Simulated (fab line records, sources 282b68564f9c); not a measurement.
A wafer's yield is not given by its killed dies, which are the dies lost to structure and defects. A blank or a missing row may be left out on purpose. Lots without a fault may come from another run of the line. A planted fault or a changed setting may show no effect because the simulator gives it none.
Problem report in the 8D (eight disciplines) form, filled by code + flow rit-cmos + the parts of the form that need people (team, actions taken, sign-off) are left out

1. WHAT IS WRONG
Mean of run-length-s at RIT_GATE_ETCH_19: 199.8 s across 2 wafers in 2 lots; on wafers with no fault it is 193.3 s (standard deviation 0.49). That puts it +13 standard deviations away from the usual mean.
The step: etches poly-Si in SF6/CHF3/O2, stops on SiO2, time 165 s, target depth 312.5 nm.
First observed at day 5 08:27: wafer L541.1, on rie-si-01. The record has a number at this step for 42 wafers belonging to 14 lots. The rule behind "out" and "out of limits": a value lying over 4 standard deviations away from the usual mean. The other wafers with a number count as sound.

2. WHAT IT IS AND WHAT IT IS NOT
| question                    | is               | is not                                                                          |
|-----------------------------|------------------|---------------------------------------------------------------------------------|
| which readings at this step | run-length-s     | throttle-valve-pct                                                              |
| which lots                  | L541, L545       | L528, L530, L531, L532, L533, L534, L535, L536, L538, L540, L542, L550          |
| which wafers of those lots  | L541.1, L545.2   | L541.2, L541.4, L545.1, L545.5                                                  |
| read on which tools         | rie-si-01        | rie-si-02                                                                       |
| when                        | from day 5 08:27 | up to then (32 sound wafers); but 8 sound wafers of L542, L545, L550 came after |

3. WHAT RULES OUT EACH SUSPECT
Counting: if a tool at a process step up to the reading ran every lot that is out, it stays a suspect. Sound lots after the first of them don't rule it out here, since some wafers of a struck lot are sound.
- rie-si-01 at RIT_GATE_ETCH_19 (etches poly-Si in SF6/CHF3/O2, stops on SiO2, time 165 s, target depth 312.5 nm): kept. It processed each lot that is out (first: L541, day 5 08:27); up to then, its last sound lot is L535 (day 4 01:34). Out on those wafers are its own readings of run-length-s.
- In rie-si-01 at RIT_GATE_ETCH_19, the wafers that are out were processed in chamber 1 and their sound lot-mates in chambers 0, 2, 3.
After counting, what remains is rie-si-01 at RIT_GATE_ETCH_19.

4. THE CAUSE (what the simulator had put in)
rie-si-01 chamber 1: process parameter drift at RIT_GATE_ETCH_19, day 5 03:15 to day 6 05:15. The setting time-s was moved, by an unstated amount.
Counting left only this tool.

5. THE CHAIN OF EFFECTS, in route order
Each row: a reading where the mean over the struck wafers with a number is more than 3 standard deviations away from the usual. Only readings whose record carries a usual standard deviation are examined. hours: median over the lots of the time between each lot's start at the first step of this table that gives one and its start at this step. sigmas: the change, counted in usual standard deviations.
| hours | step             | reading      | usual   | on struck wafers | change | sigmas |
|-------|------------------|--------------|---------|------------------|--------|--------|
| 0     | RIT_GATE_ETCH_19 | run-length-s | 193.3 s | 199.8            | +6.4   | +13    |
Its process steps:
- RIT_GATE_ETCH_19: etches poly-Si in SF6/CHF3/O2, stops on SiO2, time 165 s, target depth 312.5 nm.

6. WHAT WOULD HAVE CAUGHT IT SOONER
5 hours passed between the start of the fault at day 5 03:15 and the first reading out of limits in this record, taken at day 5 08:27.
